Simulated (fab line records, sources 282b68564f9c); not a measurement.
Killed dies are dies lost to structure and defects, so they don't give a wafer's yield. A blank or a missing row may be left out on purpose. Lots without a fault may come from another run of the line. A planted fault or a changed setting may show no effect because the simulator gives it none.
fab line records | flow rit_cmos
record lots=14 wafers=42 last_day=7
route steps=202 shown CONTACT@168
lots that met no fault: from a run of the same line without faults
start_h: hours from the record's first day to the start of the lot's first wafer shown | wait_h: hours since the lot's step before | " the same as in the row above | L1.1+2: a row that stands for several wafers | - no value, or no start given | * or withheld: withheld | < > ~ a bound
route shown NAME@n: a module of which the file shows steps, and the number in the route of the first | usual: mean/standard deviation of fault-free wafers | same: alike in all rows | chamber/n: place in a boat | sites: the reading at each site | _std_site: their standard deviation | _edge_site: outer sites' mean less inner sites' | radius_mm: how far each site lies from the wafer's centre | mask NAME#n: copy n | behind: the tool/chamber that last shaped the wafer | hold: why the lot was held/for how many hours/how that ended | device: the transistor (n, p or np) that didn't switch | end of line: the same wafers' tests at the end of the route | a step without rows: its recipe alone | killed: dies lost to structure and defects at the first sort, not the wafer's yield | map: a wafer's dies, x killed, . not, _ none there
set.NAME: the setting as run; set.NAME@STEP: as run at that earlier step | model.NAME: the simulator's own value behind a step, which no gauge read
steps of the route over a sample of lots; a table a step, a row a wafer
services: from which hour (start_h, from the record's first day; less than 0 if before it) a tool's chamber was out of use, for how many hours, and why
## steps
# step RIT_CONTACT_CVD_00
# recipe material=SiO2 target_thk_nm=400 precursor=TEOS temp_c=390 time_s=61 rf_w=400
# usual heater_power_w=308/63 susceptor_temp_C=390.02/0.23
# columns lot.wafer tool chamber start_h wait_h heater_power_w susceptor_temp_C
L522.1 pecvd-04 2 51.05 0.1 325 390.25
L522.4 " 1 " " 288 390.00
L522.5 " 2 " " 340 389.87
L525.1 pecvd-04 0 67.85 0.1 344 390.20
L525.3 " 0 " " 343 390.33
L525.5 " 0 " " 252 390.10
L526.1 pecvd-02 1 71.72 0.1 230 389.95
L526.2 " 0 " " 241 389.64
L526.3 " 2 " " 455 389.93
L528.4 pecvd-04 0 81.01 0.0 333 389.85
L528.5 " 2 " " 302 390.32
L528.6 " 0 " " 340 390.03
L531.1 pecvd-04 2 100.79 0.1 362 390.05
L531.3 " 0 " " 334 390.00
L531.5 " 0 " " 338 389.85
L533.2 pecvd-02 1 110.77 0.0 271 389.92
L533.4 " 0 " " 219 390.03
L533.6 " 1 " " 282 390.03
L532.2 pecvd-03 1 113.36 0.0 321 390.10
L532.4 " 0 " " 255 390.44
L532.5 " 2 " " 365 390.29
L534.2 pecvd-04 0 114.53 0.0 266 389.98
L534.4 " 1 " " 305 389.98
L534.5 " 0 " " 289 389.90
L536.2 pecvd-03 0 131.19 0.0 189 390.28
L536.3 " 1 " " 340 389.93
L536.5 " 0 " " 204 390.34
L540.2 pecvd-04 1 146.15 0.0 305 389.87
L540.3 " 2 " " 349 389.56
L540.4 " 1 " " 315 389.81
L542.2 pecvd-03 2 154.17 0.0 313 390.27
L542.4 " 2 " " 324 390.30
L542.5 " 0 " " 225 389.95
L543.3 pecvd-04 2 158.33 0.0 387 389.95
L543.4 " 0 " " 315 390.12
L543.5 " 1 " " 312 390.24
L544.4 pecvd-02 0 161.94 0.0 235 390.35
L544.5 " 1 " " 263 390.19
L544.6 " 2 " " 402 390.14
L545.2 pecvd-03 0 166.25 0.0 240 390.30
L545.5 " 1 " " 272 390.19
L545.6 " 0 " " 241 390.06
# step RIT_CONTACT_THK_MEAS_01
# recipe reads=SiO2_of_CONTACT_CVD_00
# usual CONTACT_TEOS_THK=400/5.5
# columns lot.wafer tool chamber start_h wait_h CONTACT_TEOS_THK[nm]
L522.1 film_metro-01 - 51.10 0.0 400
L522.4 " - " " 408
L522.5 " - " " 408
L525.1 film_metro-01 - 67.92 0.1 394
L525.3 " - " " 404
L525.5 " - " " 397
L526.1 film_metro-02 - 71.77 0.0 397
L526.2 " - " " 395
L526.3 " - " " 391
L528.4 film_metro-01 - 81.09 0.1 407
L528.5 " - " " 406
L528.6 " - " " 406
L531.1 film_metro-02 - 100.84 0.0 397
L531.3 " - " " 397
L531.5 " - " " 405
L533.2 film_metro-01 - 110.83 0.0 398
L533.4 " - " " 401
L533.6 " - " " 400
L532.2 film_metro-01 - 113.44 0.1 406
L532.4 " - " " 407
L532.5 " - " " 403
L534.2 film_metro-03 - 114.60 0.0 395
L534.4 " - " " 406
L534.5 " - " " 402
L536.2 film_metro-01 - 131.25 0.0 403
L536.3 " - " " 406
L536.5 " - " " 409
L540.2 film_metro-01 - 146.23 0.1 560
L540.3 " - " " 408
L540.4 " - " " 568
L542.2 film_metro-01 - 154.23 0.0 396
L542.4 " - " " 400
L542.5 " - " " 399
L543.3 film_metro-02 - 158.40 0.0 403
L543.4 " - " " 409
L543.5 " - " " 572
L544.4 film_metro-01 - 162.00 0.0 399
L544.5 " - " " 404
L544.6 " - " " 401
L545.2 film_metro-01 - 166.31 0.0 398
L545.5 " - " " 405
L545.6 " - " " 398
## services
# columns tool chamber start_h hours kind
pecvd-04 - 30.47 5.5 pm
pecvd-03 0 39.16 3.7 repair
pecvd-04 1 67.76 16.9 repair
pecvd-04 - 76.65 2.8 pm
pecvd-02 - 112.92 1.3 repair
pecvd-04 0 131.66 23.4 repair
pecvd-04 1 136.29 8.5 repair
pecvd-02 - 137.32 1.8 repair
## key
first_sign step=RIT_CONTACT_THK_MEAS_01 reading=CONTACT_TEOS_THK direction=up sigmas=30 usual=400 struck=567
effect none on later readings
met_at RIT_CONTACT_CVD_00
struck_lots L540,L543
struck_wafers L540.2,L540.4,L543.5
later_rows_left_out L540.2,L540.4,L543.5
sort_left_out L540.2,L540.4,L543.5
tester_left_out L540,L543
onset_between 114.53 146.15
fault kind=process_parameter_drift tool=pecvd-04 chamber=1 onset_h=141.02 steps=RIT_CONTACT_CVD_00 channel=target_thk_nm offset=160 shape=step end_h=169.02 stated=400
# tester_left_out: of these lots the tester's yield and bins aren't shown, on N5 and GAA mostly nor the transistor test; their killed dies are dies lost to structure and defects alone, not to doping, threshold or leakage, so they don't give the yield
# sort_left_out: the simulated sort isn't trusted on such a fault, so these wafers' sort isn't shown, and their yield isn't known
# later_rows_left_out: the simulator's readings of these wafers behind a module that went badly wrong aren't trusted and aren't shown, but for the sort
